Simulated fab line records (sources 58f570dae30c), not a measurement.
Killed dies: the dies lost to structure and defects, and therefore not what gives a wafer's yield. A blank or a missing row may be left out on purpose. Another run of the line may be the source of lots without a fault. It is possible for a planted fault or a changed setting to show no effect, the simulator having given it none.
8D (eight disciplines) problem report, filled in by code    flow berkeley cmos170    the parts of the form that need people (team, actions taken, sign-off) are left out

## 1. THE PROBLEM
Wafers free of any fault read 1 nm (standard deviation 5.8) for GATE_OVL at UCB170_GATE_OVL_MEAS_13, against a mean of 260 nm on 12 wafers of 4 lots. Measured from the usual mean, that is +45 standard deviations.
Earliest sighting: wafer L923.1 on overlay-02 at day 7 15:16. At this step, 48 wafers from 16 lots have a number in the record. Rule for "out" (also "out of limits"): further than 4 standard deviations from the usual mean. All remaining wafers that have a number are taken as sound.

## 2. WHAT THIS IS AND IS NOT
question                     is                      is not
which readings at this step  GATE_OVL                -
which lots                   L923, L927, L929, L930  L921, L922, L924, L925, L926, L928, L932, L933, L935, L936, L937, L940
which wafers of those lots   all that have a number  -
read on which gauges         overlay-01, overlay-02  -
when                         from day 7 15:16        up to then (9 sound wafers); but 27 sound wafers of L925, L926, L928, L932, L933, L935, L936, L937, L940 came after

## 3. WHAT RULES OUT EACH SUSPECT
Counting: any tool at a process step up to the reading is kept as a suspect provided that every lot that is out went through it and no sound lot did after the first of them.
- ruled out: the gauge at UCB170_GATE_OVL_MEAS_13. 2 gauges (overlay-01, overlay-02) read the wafers that are out.
- krf scanner-02 at UCB170_GATE_EXPOSE_09 (exposes mask POLY, target cd 350 nm): kept. Every lot that is out went through it, starting with L923 (day 7 14:41), and after that it ran no sound lot; the last sound lot it ran before then is L922 (day 7 14:14).
Remaining after the count: krf scanner-02 at UCB170_GATE_EXPOSE_09.

## 4. THE CAUSE (what the simulator had put in)
Scanner matching overlay: krf scanner-02, from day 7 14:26 on, at UCB170_GATE_EXPOSE_09. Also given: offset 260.
The count eliminated every tool but this one.

## 5. THE CHAIN OF EFFECTS, in route order
Rows list readings where the struck wafers' mean (over those with a number) sits beyond 3 standard deviations from the usual. Readings are gone through only where the record gives a usual standard deviation; hours: the median, over the lots, of the time from a lot's start at the first step in this table giving one to that lot's start at this step; sigmas: the change measured in usual standard deviations.
hours  step                     reading   usual  on struck wafers  change  sigmas
0      UCB170_GATE_OVL_MEAS_13  GATE_OVL  1 nm   260               +259    +45

## 6. HOW IT WOULD HAVE BEEN CAUGHT EARLIER
In this record the first reading out of limits at a measuring or inspecting step was taken at day 7 15:16, 1 hour after the fault began at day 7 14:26.
No tool reading at UCB170_GATE_EXPOSE_09 that has a usual standard deviation in the record was out on any struck wafer, so an alarm limit of 4 standard deviations on those readings would not have fired.
Lots out: 4; of these, L929, L927, L930 started UCB170_GATE_EXPOSE_09 on krf scanner-02 after day 7 15:16. A hold on the tool at that time would have spared those 3.
